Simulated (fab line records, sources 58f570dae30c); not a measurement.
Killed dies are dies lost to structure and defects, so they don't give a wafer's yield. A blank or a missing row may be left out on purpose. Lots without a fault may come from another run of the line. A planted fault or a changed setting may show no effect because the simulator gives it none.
One fault seen from 2 desks | flow berkeley_cmos170 | each desk has only its own numbers; what lay behind them comes last

THE METROLOGY DESK
What the gauges read, lot by lot, whatever tool the lot ran on: means of the sampled wafers that have a number. A lot is out of limits, marked OUT, if its mean lies more than 4 standard deviations from the usual mean; the brackets give that distance.
Columns: A = PWELL_OXIDE_THK at UCB170_PWELL_THK_MEAS_03, usual 27.0 nm; B = cd_nm at UCB170_PLDD_CD_MEAS_06, usual 1200.5 nm
lot  | first seen here | A    | B
L290 | day 2 19:15     | 25.9 | 1200.8
L291 | day 3 02:51     | 27.0 | 1201.1
L292 | day 3 02:52     | 27.4 | 1201.5
L293 | day 3 09:25     | 26.8 | 1201.4
L294 | day 3 17:22     | 26.1 | 1200.4
L297 | day 4 06:23     | 27.0 | 1200.1
L299 | day 4 11:59     | 28.4 | 1200.1
L298 | day 4 11:59     | 28.0 | 1199.6
L301 | day 5 06:06     | 27.5 | 1199.0
L302 | day 5 16:23     | 27.2 | 1201.3
L303 | day 5 16:23     | 26.9 | 1201.1
L309 | day 6 12:25     | 26.3 | 1200.0
L308 | day 6 12:26     | 25.9 | 1200.6
L311 | day 7 09:03     | 27.9 | 1200.4
L313 | day 7 17:05     | 27.0 | 1200.7
This desk's finding: nothing out of limits on any of the 15 lots.

THE TOOL OWNER'S DESK: rie_diel-01
The tool's own readings at UCB170_NWELL_ETCH_13 (etches Si3N4 in CH3F/Ar/O2, stops on SiO2, target depth 246.4 nm, time 154 s): means of the sampled wafers that have a number, for each lot that ran on this tool. A lot is out of limits, marked OUT, if its mean lies more than 4 standard deviations from the usual mean; the brackets give that distance.
Columns: A = drypump_motor_current_A at UCB170_NWELL_ETCH_13, usual 5.9 A; B = oes_product_au at UCB170_NWELL_ETCH_13, usual 0.943 a.u.; C = throttle_valve_pct at UCB170_NWELL_ETCH_13, usual 8.11 %
lot  | first seen here | A   | B     | C
L290 | day 2 09:33     | 6.2 | 0.948 | 8.12
L293 | day 2 22:43     | 6.1 | 0.951 | 8.16
L294 | day 3 07:34     | 6.1 | 0.942 | 8.14
L298 | day 4 03:33     | 6.0 | 0.948 | 8.13
L303 | day 5 08:19     | 6.0 | 0.951 | 8.13
L309 | day 6 03:05     | 6.1 | 0.940 | 8.10
L311 | day 6 23:16     | 6.0 | 0.954 | 8.14
L313 | day 7 07:38     | 6.2 | 0.957 | 8.09
This desk's finding: nothing out of limits on any of the 8 lots.

PUT TOGETHER
The metrology desk saw nothing out of limits.
The tool owner's desk saw nothing out of limits.

WHAT THE SIMULATOR HAD PUT IN
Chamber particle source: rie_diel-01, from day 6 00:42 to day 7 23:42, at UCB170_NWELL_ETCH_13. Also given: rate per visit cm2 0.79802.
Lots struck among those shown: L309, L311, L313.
